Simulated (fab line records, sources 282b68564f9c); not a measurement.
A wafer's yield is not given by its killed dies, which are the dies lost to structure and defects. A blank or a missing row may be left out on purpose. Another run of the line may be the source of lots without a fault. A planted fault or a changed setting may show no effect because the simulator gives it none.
Comparing a struck lot with a sound one	flow ritCmos	23 out of 202 route steps
Sound: these wafers, L659.3, L659.5, L659.6. The struck wafers were L667.1, L667.4, L667.5. Last of all comes the cause.
Each step with rows lists, per side, the tool, then ch with its chambers, then its first start. Under that, the readings that differ: sound wafers	struck wafers	difference of the means	sigmas: that difference in standard deviations of wafers without a fault.
alike: readings whose means differ by less than 2 such deviations, and words and numbers that are the same on both sides. not compared: withheld readings, readings that some wafer has no value for, bounds like >300 that may hide the same value, and numbers for which the record gives no deviation and whose values overlap.
The two part at a step that has a row with sigmas, a row that says differs or no value, or rows on one side only. Numbers that have no deviation but don't overlap get no sigmas and don't part them. A reading missing from all wafers of one side parts the sides only when that side holds two or more wafers.

RIT_SDANNEAL_RS_MEAS_06: measurement is done with a four-point probe.
  struck on filmMetro-01, day 5 22:46; sound on filmMetro-01, day 4 08:56
  alike: PLDD_RS
RIT_SDANNEAL_RS_MEAS_07: measurement is done with a four-point probe.
  struck on filmMetro-01, day 5 22:53; sound on filmMetro-01, day 4 09:04
  alike: NLDD_RS
then, 1 step without rows for these wafers: RIT_SILICIDE_WET_ETCH_00 (etches SiO2 in BOE, target depth 14 nm, time 15 s).
RIT_SILICIDE_SPUTTER_01: material Ti, target thk 30 nm, time 240 s.
  struck on pvdSputter-01, day 5 23:01; sound on pvdSputter-01, day 4 09:10
  alike: throttleValvePct
RIT_SILICIDE_RS_MEAS_02: measurement is done with a four-point probe.
  struck on filmMetro-01, day 5 23:10; sound on filmMetro-04, day 4 09:21
  alike: SILICIDE_TI_RS
RIT_SILICIDE_THK_MEAS_03: measures by xrf.
  struck on filmMetro-01, day 5 23:17; sound on filmMetro-04, day 4 09:27
  alike: SILICIDE_TI_THK
RIT_SILICIDE_RTA_04: time 10 s, ramp up 5 s, ramp down 5 s.
  sound on rtpAnneal-01 ch 0, day 4 09:31; struck on rtpAnneal-01 ch 0, day 5 23:21
  alike: wafer_temp_C_max
then, 1 step without rows for these wafers: RIT_SILICIDE_WET_ETCH_05 (etches Ti in SPM, time 120 s).
RIT_SILICIDE_RTA_06: time 10 s, ramp up 5 s, ramp down 10 s.
  sound on rtpAnneal-02 ch 0, day 4 09:37; struck on rtpAnneal-02 ch 0, day 5 23:28
  alike: wafer_temp_C_max
RIT_CONTACT_CVD_00: deposits SiO2 from TEOS, target thk 400 nm, time 61 s.
  sound on pecvd-02 ch 0,1,2, day 4 09:40; struck on pecvd-01 ch 0,2, day 5 23:32
  alike: heaterPowerW
RIT_CONTACT_THK_MEAS_01:
  struck on filmMetro-04, day 5 23:35; sound on filmMetro-01, day 4 09:44
  alike: CONTACT_TEOS_THK
then, 1 step without rows for these wafers: RIT_CONTACT_HMDS_02 (prime time 60 s).
RIT_CONTACT_COAT_03: resist thk 1000 nm.
  sound on lithoTrack-01 ch 0, day 4 09:58; struck on lithoTrack-04 ch 0, day 5 23:47
reading	sound	struck	difference	sigmas
model.NOVOLAK_of_CONTACT_COAT_03.thkNm (nm)	1004 1001 1001	1032 1034 1032	+31	
then, 4 steps without rows for these wafers: RIT_CONTACT_SOFTBAKE_04 (time 60 s); RIT_CONTACT_EXPOSE_05 (exposes mask M11, target cd 1000 nm); RIT_CONTACT_PEB_06; RIT_CONTACT_DEVELOP_07 (develop time 120 s).
RIT_CONTACT_CD_MEAS_08: target cd 1000 nm.
  struck on cdSem-02, day 6 00:44; sound on cdSem-01, day 4 10:54
reading	sound	struck	difference	sigmas
cdNm (nm)	1000.0 1000.2 1000.7	994.8 993.9 994.7	-5.8	-3
RIT_CONTACT_OVL_MEAS_09:
  struck on overlay-01, day 6 00:52; sound on overlay-01, day 4 10:59
  alike: CONTACT_OVL
then, 1 step without rows for these wafers: RIT_CONTACT_HARDBAKE_10 (time 60 s).
RIT_CONTACT_ETCH_11: etches SiO2 in CHF3/CF4/Ar, stops on TiSi2, target depth 480 nm, time 320 s.
  sound on rieDiel-04 ch 0,3, day 4 11:10; struck on rieDiel-03 ch 1,2,3, day 6 01:02
reading	sound	struck	difference	sigmas
model.NOVOLAK_of_CONTACT_COAT_03.thkNm (nm)	771.7 769.3 769.2	797.3 800 792.7	+26.6	
  alike: cf4FlowSccm, drypumpMotorCurrentA, oesProductAu, throttleValvePct
  not compared: rfHoursCounterH
RIT_CONTACT_STRIP_12: strips in O2, time 180 s.
  sound on plasmaAsher-04 ch 0,1, day 4 11:25; struck on plasmaAsher-03 ch 0,1, day 6 01:14
  alike: drypumpMotorCurrentA
  not compared: rfHoursCounterH
RIT_M1_PROBE_99:
  struck on prober-01, day 6 06:16; sound on prober-02, day 4 16:08
  alike: killedAtContacts, killedAtFrontEnd, killedDies, killedOpen, killedShort

== WHERE THEY PART ==
At RIT_CONTACT_CD_MEAS_08 and nowhere else, as far as this record goes. Later steps at which nothing parts them and some readings are alike: RIT_CONTACT_OVL_MEAS_09, RIT_CONTACT_ETCH_11, RIT_CONTACT_STRIP_12, RIT_M1_PROBE_99.

WHY: whatever the simulator had introduced
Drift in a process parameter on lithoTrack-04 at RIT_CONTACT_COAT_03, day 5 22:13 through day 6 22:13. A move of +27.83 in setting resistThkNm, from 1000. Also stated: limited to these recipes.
